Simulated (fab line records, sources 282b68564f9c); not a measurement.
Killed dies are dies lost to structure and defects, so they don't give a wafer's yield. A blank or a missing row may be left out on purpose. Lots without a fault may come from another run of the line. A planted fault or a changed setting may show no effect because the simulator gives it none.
Which tool did it? | flow rit_cmos | 13 lots, 39 wafers sampled, at 2 steps of a route of 202

WHAT THE GAUGES READ, wafer by wafer
The record holds no reading of a measuring or inspecting step that can be judged against a usual standard deviation.

WHICH TOOL RAN EACH LOT (tool, then ch and the chambers of the sampled wafers, then the start)
lot  | RIT_PWELL_EXPOSE_03                | RIT_M1_PROBE_99
L643 | iline_stepper-01 ch 0, day 1 21:41 | -
L645 | iline_stepper-01 ch 0, day 2 07:16 | -
L646 | iline_stepper-02 ch 0, day 2 13:34 | prober-01, day 4 01:29
L650 | iline_stepper-02 ch 0, day 3 09:49 | -
L652 | iline_stepper-01 ch 0, day 3 18:52 | -
L654 | iline_stepper-02 ch 0, day 4 04:32 | -
L655 | iline_stepper-01 ch 0, day 4 10:05 | -
L660 | iline_stepper-02 ch 0, day 5 10:29 | -
L661 | iline_stepper-02 ch 0, day 5 16:02 | prober-02, day 7 08:11
L662 | iline_stepper-01 ch 0, day 5 22:14 | prober-01, day 7 09:38
L663 | iline_stepper-01 ch 0, day 6 06:42 | prober-02, day 7 21:41
L665 | iline_stepper-02 ch 0, day 6 13:08 | -
L666 | iline_stepper-02 ch 0, day 6 21:32 | prober-01, day 8 10:41
- RIT_PWELL_EXPOSE_03: exposes mask M3, target cd 43700 nm.
- RIT_M1_PROBE_99

WHAT THE TOOLS THEMSELVES READ (means of the sampled wafers that have a number; where no wafer has one, the mark that the record gives instead)
RIT_PWELL_EXPOSE_03.
lot  | tool             | reticle_temp_C (C)
L643 | iline_stepper-01 | 23.11
L645 | iline_stepper-01 | 22.94
L646 | iline_stepper-02 | 23.05
L650 | iline_stepper-02 | 22.83
L652 | iline_stepper-01 | 23.12
L654 | iline_stepper-02 | 23.07
L655 | iline_stepper-01 | 23.05
L660 | iline_stepper-02 | 23.03
L661 | iline_stepper-02 | 22.93
L662 | iline_stepper-01 | 23.04
L663 | iline_stepper-01 | 23.08
L665 | iline_stepper-02 | 23.01
L666 | iline_stepper-02 | 22.97

RIT_M1_PROBE_99.
lot  | tool      | killed_at_contacts | killed_at_front_end | killed_dies | killed_open | killed_short
L646 | prober-01 | 0.3                | 4.7                 | 5.0         | 3.7         | 1.3
L661 | prober-02 | 0.0                | 10.3                | 10.3        | 5.0         | 5.3
L662 | prober-01 | 0.0                | 7.7                 | 7.7         | 4.0         | 3.7
L663 | prober-02 | 0.0                | 5.7                 | 5.7         | 2.3         | 3.3
L666 | prober-01 | 0.0                | 7.3                 | 7.3         | 3.7         | 3.7

THE ANSWER, worked out from the rows above alone
Rule: what is usual is taken from the lots themselves. Put in order of their means at a reading, lots are off if they are a third of the lots or fewer, leave a main group of 4 or more, and stand apart from it by a gap of 3 or more times the standard deviation of the main group's means; of several such gaps the widest counts. A main group whose means are all the same, to the digits that the tables above print for the reading, isn't used. A lot without any number at a reading at which 4 lots or more have one is off too. The other lots that the step has rows for count as sound. The gauges are gone through in route order, then the tools' own readings, and for those a lot's mean is taken as printed above. The first step at which some lot is off is used, and at that step the reading that is off furthest; a lot without a number counts as furthest.
No lot is off at any reading shown: from this, nothing can be told.

WHAT THE SIMULATOR HAD PUT IN
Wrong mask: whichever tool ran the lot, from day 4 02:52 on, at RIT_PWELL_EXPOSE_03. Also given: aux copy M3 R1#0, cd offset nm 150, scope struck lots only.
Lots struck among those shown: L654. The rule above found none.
